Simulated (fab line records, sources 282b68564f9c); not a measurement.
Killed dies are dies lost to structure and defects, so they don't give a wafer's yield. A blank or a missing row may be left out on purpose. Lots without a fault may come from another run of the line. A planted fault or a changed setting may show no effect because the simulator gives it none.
fab line records | flow rit_cmos
record lots=13 wafers=39 last_day=7
route steps=202 shown SILICIDE@162
lots that met no fault: from a run of the same line without faults
start_h: hours from the record's first day to the start of the lot's first wafer shown | wait_h: hours since the lot's step before | " the same as in the row above | L1.1+2: a row that stands for several wafers | - no value, or no start given | * or withheld: withheld | < > ~ a bound
route shown NAME@n: a module of which the file shows steps, and the number in the route of the first | usual: mean/standard deviation of fault-free wafers | same: alike in all rows | chamber/n: place in a boat | sites: the reading at each site | _std_site: their standard deviation | _edge_site: outer sites' mean less inner sites' | radius_mm: how far each site lies from the wafer's centre | mask NAME#n: copy n | behind: the tool/chamber that last shaped the wafer | hold: why the lot was held/for how many hours/how that ended | device: the transistor (n, p or np) that didn't switch | end of line: the same wafers' tests at the end of the route | a step without rows: its recipe alone | killed: dies lost to structure and defects at the first sort, not the wafer's yield | map: a wafer's dies, x killed, . not, _ none there
set.NAME: the setting as run; set.NAME@STEP: as run at that earlier step | model.NAME: the simulator's own value behind a step, which no gauge read
steps of the route over a sample of lots; a table a step, a row a wafer
## steps
# step RIT_SILICIDE_SPUTTER_01
# recipe material=Ti target_thk_nm=30 power_w=350 chamber_pressure_pa=0.667 gas=Ar time_s=240 substrate_temp_c=25
# usual chamber_pressure_pa=0.6669/0.0012 throttle_valve_pct=30.0/1.1
# columns lot.wafer tool chamber start_h wait_h chamber_pressure_pa throttle_valve_pct
L177.2 pvd_sputter-02 - 53.82 0.0 0.6683 28.8
L177.4 " - " " 0.6668 31.1
L177.6 " - " " 0.6687 29.1
L178.2 pvd_sputter-04 - 59.42 0.0 0.6672 27.6
L178.3 " - " " 0.6653 30.0
L178.5 " - " " 0.6674 27.6
L179.1 pvd_sputter-02 - 61.37 0.0 0.6672 31.1
L179.3 " - " " 0.6678 28.9
L179.4 " - " " 0.6693 31.2
L180.2 pvd_sputter-04 - 65.64 0.0 0.6646 29.9
L180.4 " - " " 0.6666 27.7
L180.5 " - " " 0.6663 30.0
L181.1 pvd_sputter-02 - 72.83 0.0 0.6670 31.0
L181.3 " - " " 0.6673 30.9
L181.6 " - " " 0.6671 31.1
L182.2 pvd_sputter-04 - 79.57 0.0 0.6669 27.6
L182.3 " - " " 0.6679 30.0
L182.5 " - " " 0.6658 27.7
L185.1 pvd_sputter-02 - 94.77 0.0 0.6699 28.9
L185.2 " - " " 0.6666 31.2
L185.3 " - " " 0.6677 30.9
L186.2 pvd_sputter-04 - 102.24 0.0 0.6655 29.9
L186.5 " - " " 0.6679 27.8
L186.6 " - " " 0.6653 30.0
L189.4 pvd_sputter-02 - 115.02 0.0 0.6640 30.7
L189.5 " - " " 0.6663 31.1
L189.6 " - " " 0.6672 30.7
L193.1 pvd_sputter-02 - 132.98 0.0 0.6679 28.6
L193.3 " - " " 0.6667 30.8
L193.6 " - " " 0.6668 31.0
L195.1 pvd_sputter-02 - 142.27 0.0 0.6666 31.4
L195.4 " - " " 0.6666 28.8
L195.5 " - " " 0.6673 30.5
L197.1 pvd_sputter-02 - 154.00 0.0 0.6674 31.1
L197.5 " - " " 0.6666 31.4
L197.6 " - " " 0.6675 31.0
L199.1 pvd_sputter-02 - 162.08 0.0 0.6677 30.6
L199.3 " - " " 0.6677 31.1
L199.6 " - " " 0.6692 31.1
# step RIT_SILICIDE_RS_MEAS_02
# recipe thk_meas_gauge=four-point-probe reads=Ti_of_SILICIDE_SPUTTER_01
# usual SILICIDE_TI_RS=47.8/0.61
# columns lot.wafer tool chamber start_h wait_h SILICIDE_TI_RS[ohm/sq]
L177.2 film_metro-01 - 53.99 0.1 48.1
L177.4 " - " " 48.1
L177.6 " - " " 48.0
L178.2 film_metro-02 - 59.59 0.1 47.0
L178.3 " - " " 47.5
L178.5 " - " " 46.6
L179.1 film_metro-02 - 61.52 0.1 47.3
L179.3 " - " " 47.8
L179.4 " - " " 47.6
L180.2 film_metro-02 - 65.81 0.1 48.4
L180.4 " - " " 47.1
L180.5 " - " " 47.9
L181.1 film_metro-01 - 72.98 0.1 46.9
L181.3 " - " " 47.4
L181.6 " - " " 46.7
L182.2 film_metro-01 - 79.74 0.1 47.7
L182.3 " - " " 48.0
L182.5 " - " " 47.6
L185.1 film_metro-01 - 94.92 0.1 48.0
L185.2 " - " " 47.3
L185.3 " - " " 47.7
L186.2 film_metro-02 - 102.41 0.1 32.4
L186.5 " - " " 46.2
L186.6 " - " " 47.5
L189.4 film_metro-01 - 115.23 0.1 47.8
L189.5 " - " " 47.8
L189.6 " - " " 47.1
L193.1 film_metro-01 - 133.13 0.1 48.2
L193.3 " - " " 47.9
L193.6 " - " " 47.7
L195.1 film_metro-01 - 142.42 0.1 48.7
L195.4 " - " " 49.0
L195.5 " - " " 47.9
L197.1 film_metro-02 - 154.15 0.1 48.1
L197.5 " - " " 48.9
L197.6 " - " " 47.3
L199.1 film_metro-01 - 162.23 0.1 47.6
L199.3 " - " " 48.2
L199.6 " - " " 48.1
# step RIT_SILICIDE_THK_MEAS_03
# recipe thk_meas_gauge=xrf reads=Ti_of_SILICIDE_SPUTTER_01
# usual SILICIDE_TI_THK=29.79/0.3
# columns lot.wafer tool chamber start_h wait_h SILICIDE_TI_THK[nm]
L177.2 film_metro-01 - 54.10 0.1 29.71
L177.4 " - " " 29.57
L177.6 " - " " 29.81
L178.2 film_metro-02 - 59.70 0.1 30.08
L178.3 " - " " 29.79
L178.5 " - " " 30.28
L179.1 film_metro-02 - 61.64 0.1 30.06
L179.3 " - " " 29.70
L179.4 " - " " 29.75
L180.2 film_metro-02 - 65.92 0.1 29.59
L180.4 " - " " 30.07
L180.5 " - " " 29.78
L181.1 film_metro-01 - 73.10 0.1 30.35
L181.3 " - " " 30.00
L181.6 " - " " 30.39
L182.2 film_metro-01 - 79.85 0.1 29.74
L182.3 " - " " 29.72
L182.5 " - " " 29.72
L185.1 film_metro-01 - 95.04 0.1 29.71
L185.2 " - " " 29.98
L185.3 " - " " 29.75
L186.2 film_metro-02 - 102.52 0.1 40.77
L186.5 " - " " 30.73
L186.6 " - " " 29.91
L189.4 film_metro-01 - 115.32 0.1 29.67
L189.5 " - " " 29.73
L189.6 " - " " 30.09
L193.1 film_metro-01 - 133.25 0.1 29.55
L193.3 " - " " 29.63
L193.6 " - " " 29.77
L195.1 film_metro-01 - 142.54 0.1 29.33
L195.4 " - " " 29.27
L195.5 " - " " 29.67
L197.1 film_metro-02 - 154.27 0.1 29.52
L197.5 " - " " 29.30
L197.6 " - " " 29.93
L199.1 film_metro-01 - 162.35 0.1 29.95
L199.3 " - " " 29.73
L199.6 " - " " 29.67
## key
first_sign step=RIT_SILICIDE_RS_MEAS_02 reading=SILICIDE_TI_RS direction=down sigmas=25 usual=47.8 struck=32.4
effect step=RIT_SILICIDE_THK_MEAS_03 reading=SILICIDE_TI_THK direction=up sigmas=37 usual=29.79 struck=40.77
met_at RIT_SILICIDE_SPUTTER_01
struck_lots L186
struck_wafers L186.2
tester_left_out L186
onset_between 79.57 102.24
fault kind=process_parameter_drift tool=pvd_sputter-04 chamber=- onset_h=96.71 steps=RIT_SILICIDE_SPUTTER_01 channel=target_thk_nm offset=10.277 shape=step end_h=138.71 acts_in=these_recipes_only stated=30 scope=struck_wafers_only
# tester_left_out: of these lots the tester's yield and bins aren't shown, on N5 and GAA mostly nor the transistor test; their killed dies are dies lost to structure and defects alone, not to doping, threshold or leakage, so they don't give the yield
